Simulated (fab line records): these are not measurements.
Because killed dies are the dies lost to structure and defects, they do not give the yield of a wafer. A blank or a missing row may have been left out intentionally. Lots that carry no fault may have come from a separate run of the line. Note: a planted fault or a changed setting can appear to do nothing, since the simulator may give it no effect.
One fault through the eyes of 2 desks	flow berkeley-cmos170	every desk sees just its own numbers, and what lay behind them comes last

== FROM THE METROLOGY DESK ==
What the gauges read, lot by lot, whatever tool the lot ran on: means of the sampled wafers that have a number. If a lot's mean is further than 4 standard deviations from the usual mean, the lot is out of limits and carries the mark OUT (the distance appears in the brackets).
Columns: A = ACTIVE_OVL at UCB170_ACTIVE_OVL_MEAS_14, usual 4 nm; B = FIELD_OXIDE_THK at UCB170_FIELD_THK_MEAS_02, usual 557 nm; C = V1_TEOS_THK at UCB170_V1_THK_MEAS_01, usual 1992 nm
lot	first seen here	A	B	C
L125	day 4 08:23	9	561	1980
L124	day 4 08:53	0	546	2011
L126	day 4 19:50	2	548	2002
L127	day 4 19:57	9	535	1981
L129	day 5 10:37	10	565	1953
L128	day 5 10:53	-7	551	1999
L130	day 6 01:04	8	559	1986
L131	day 6 01:18	2	561	2000
L133	day 6 08:35	2	565	2002
L135	day 7 01:43	1	571	2008
L140	day 8 14:39	7	558	2128 (+5.2) OUT
L144	day 9 00:53	10	555	1944
L147	day 9 17:02	10	543	1973
Per this desk, out of limits: L140; the first was L140, day 12 02:10 (V1_TEOS_THK at UCB170_V1_THK_MEAS_01). L125, L124, L126, L127, L129, L128, L130, L131, L133, L135, L144, L147: within limits.

== DESK OF THE TOOL OWNER: pecvd-02 ==
The tool's own readings at UCB170_V1_CVD_00 (deposits SiO2 from TEOS/O2, target thk 2000 nm, time 250 s): means of the sampled wafers that have a number, for each lot that ran on this tool. If a lot's mean is further than 4 standard deviations from the usual mean, the lot is out of limits and carries the mark OUT (the distance appears in the brackets).
Columns: A = heater-power-w at UCB170_V1_CVD_00, usual 257 W
lot	first seen here	A
L126	day 7 22:16	257
L127	day 8 09:23	215
L129	day 8 23:24	284
L131	day 9 16:12	277
L140	day 12 02:01	286
This desk found nothing out of limits on any of the 5 lots.

== TAKEN TOGETHER ==
L140 would have let the metrology desk raise an alarm at day 12 02:10.
The tool owner's desk saw nothing out of limits.
Tool owner's desk: L140 on record, inside its limits.
Every lot named ran UCB170_V1_CVD_00 on pecvd-02.

== WHAT THE SIMULATOR HAD INSERTED ==
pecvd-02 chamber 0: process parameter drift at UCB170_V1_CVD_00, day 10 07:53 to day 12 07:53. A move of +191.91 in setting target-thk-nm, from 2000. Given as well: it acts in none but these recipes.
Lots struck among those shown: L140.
Time in hours between the start of the fault and the first out-of-limits reading at each desk: metrology desk, 42.
